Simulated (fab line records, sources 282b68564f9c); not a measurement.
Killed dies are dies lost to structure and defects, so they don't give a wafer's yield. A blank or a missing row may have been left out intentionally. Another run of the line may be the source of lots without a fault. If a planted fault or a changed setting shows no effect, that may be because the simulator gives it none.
A struck lot beside a sound one    flow rit-cmos    27 out of 202 route steps
Sound: these wafers, L720.2, L720.3, L720.6. The struck wafers were L733.1, L733.3, L733.5. Last of all comes the cause.
Per side, at each step with rows, come the tool, then ch with its chambers, and then its first start. Under that, the readings that differ: sound wafers    struck wafers    difference of the means    sigmas: that difference in standard deviations of wafers without a fault.
alike: readings whose means differ by less than 2 such deviations, and words and numbers that are the same on both sides. not compared: withheld readings, readings that some wafer has no value for, bounds like >300 that may hide the same value, and numbers for which the record gives no deviation and whose values overlap.
Wherever a step has rows on one side only, a row that says differs or no value, or a row with sigmas, the two part there. Numbers that have no deviation but don't overlap get no sigmas and don't part them. A reading that every wafer of one side lacks parts them only if that side has two wafers or more.

RIT_ACTIVE_BOW_MEAS_00:
  struck on film-metro-02, day 4 03:00; sound on film-metro-03, day 1 10:01
  alike: INCOMING_BOW
then, 1 step without rows for these wafers: RIT_ACTIVE_OXIDATION_01 (target thk 46.8 nm, ox time 3360 s).
RIT_ACTIVE_THK_MEAS_02:
  struck on film-metro-03, day 4 08:02; sound on film-metro-02, day 1 12:31
  alike: ACTIVE_OXIDE_THK
RIT_ACTIVE_CVD_03: deposits Si3N4 from SiH2Cl2/NH3, target thk 150 nm, time 1500 s.
  sound on lpcvd-02 ch 0, day 1 12:34; struck on lpcvd-02 ch 1, day 4 08:06
reading                                   sound              struck             difference  sigmas
spike-tc-centre-C (C)                     812.5 813.2 811.3  821.3 821.1 821.5  +9.0        +7
spike-tc-load-C (C)                       838.3 839.4 837.2  844.5 846.5 845.3  +7.1        +3
model.Si3N4_of_ACTIVE_CVD_03.thk-nm (nm)  148.6 150.1 149.9  186 186.6 186.1    +37         
  alike: pressure-mtorr
RIT_ACTIVE_THK_MEAS_04:
  struck on film-metro-02, day 4 09:31; sound on film-metro-04, day 1 14:00
reading                  sound              struck             difference  sigmas
ACTIVE_NITRIDE_THK (nm)  148.7 150.1 149.9  186.0 186.5 186.1  +36.6       +26
then, 6 steps without rows for these wafers: RIT_ACTIVE_HMDS_05 (prime time 60 s); RIT_ACTIVE_COAT_06 (resist thk 1000 nm); RIT_ACTIVE_SOFTBAKE_07 (time 60 s); RIT_ACTIVE_EXPOSE_08 (exposes mask M1, target cd 1400 nm); RIT_ACTIVE_PEB_09; RIT_ACTIVE_DEVELOP_10 (develop time 50 s).
RIT_ACTIVE_CD_MEAS_11: target cd 1400 nm.
  struck on cd-sem-02, day 4 10:33; sound on cd-sem-01, day 1 15:02
  alike: cd-nm
then, 1 step without rows for these wafers: RIT_ACTIVE_HARDBAKE_12 (time 60 s).
RIT_ACTIVE_ETCH_13: etches Si3N4 in SF6, stops on SiO2, time 210 s, target depth 210 nm.
  sound on rie-diel-01 ch 0,1, day 1 15:17; struck on rie-diel-02 ch 0,1,2, day 4 10:49
reading                             sound              struck             difference  sigmas
oes-product-au (a.u.)               0.833 0.811 0.842  0.935 0.924 0.913  +0.095      +9
model.etch.depth-nm (nm)            148.6 150.1 149.9  186 186.6 186.1    +37         
model.ACTIVE.feature-depth-nm (nm)  148.6 150.8 149.9  186.8 186.8 186.1  +36.8       
  alike: drypump-motor-current-A, throttle-valve-pct
  not compared: rf-hours-counter-h
RIT_ACTIVE_STRIP_14: strips in O2, time 180 s.
  sound on plasma-asher-04 ch 0, day 1 15:26; struck on plasma-asher-03 ch 0,1, day 4 10:58
reading                      sound        struck       difference  sigmas
drypump-motor-current-A (A)  6.5 6.5 6.5  5.6 5.6 5.6  -0.9        -2
  not compared: rf-hours-counter-h
RIT_ACTIVE_CD_MEAS_90: target cd 1400 nm.
  struck on cd-sem-01, day 4 11:08; sound on cd-sem-01, day 1 15:37
  alike: cd-nm
then, 4 steps without rows for these wafers: RIT_ACTIVE_CLEAN_15 (cleans in SC1, time 600 s); RIT_ACTIVE_CLEAN_16 (cleans in dHF, time 30 s); RIT_ACTIVE_CLEAN_17 (cleans in SC2, time 600 s); RIT_FOX1_OXIDATION_00 (target thk 350.7 nm, ox time 1130 s).
RIT_FOX1_THK_MEAS_01:
  struck on film-metro-01, day 4 12:56; sound on film-metro-01, day 1 21:11
  alike: FOX1_OXIDE_THK
then, 2 steps without rows for these wafers: RIT_FOX1_WET_ETCH_02 (etches SiO2 in BOE, target depth 350 nm, time 390 s); RIT_FOX2_OXIDATION_00 (target thk 350.7 nm, ox time 1130 s).
RIT_FOX2_THK_MEAS_01:
  struck on film-metro-04, day 4 14:25; sound on film-metro-01, day 1 23:29
  alike: FOX2_OXIDE_THK
RIT_FOX2_CLEAN_02: cleans in dHF, time 180 s.
  sound on wet-bench-04 ch 2, day 1 23:32; struck on wet-bench-04 ch 3, day 4 14:29
reading                                   sound            struck             difference  sigmas
model.Si3N4_of_ACTIVE_CVD_03.thk-nm (nm)  129.4 131 130.8  166.8 167.4 166.9  +36.6       
then, 1 step without rows for these wafers: RIT_FOX2_WET_ETCH_03 (etches Si3N4 in H3PO4, target depth 195 nm, time 2700 s).
RIT_M1_PROBE_99:
  struck on prober-01, day 6 10:02; sound on prober-01, day 3 15:57
reading                         sound           struck          difference  sigmas
model.etest.nldd.width-nm (nm)  3168 3177 3156  3221 3209 3213  +47         
model.etest.pldd.width-nm (nm)  3171 3182 3160  3219 3234 3199  +46         
  alike: killed_at_M0_to_M3, killed-at-front-end, killed-dies, killed-open, killed-short

WHERE THEY PART
First at RIT_ACTIVE_CVD_03; last, within this record, at RIT_ACTIVE_STRIP_14. Later steps at which nothing parts them and some readings are alike: RIT_ACTIVE_CD_MEAS_90, RIT_FOX1_THK_MEAS_01, RIT_FOX2_THK_MEAS_01, RIT_M1_PROBE_99.

WHY: the cause the simulator had injected
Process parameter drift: lpcvd-02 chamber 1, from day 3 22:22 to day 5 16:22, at RIT_ACTIVE_CVD_03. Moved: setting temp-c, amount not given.
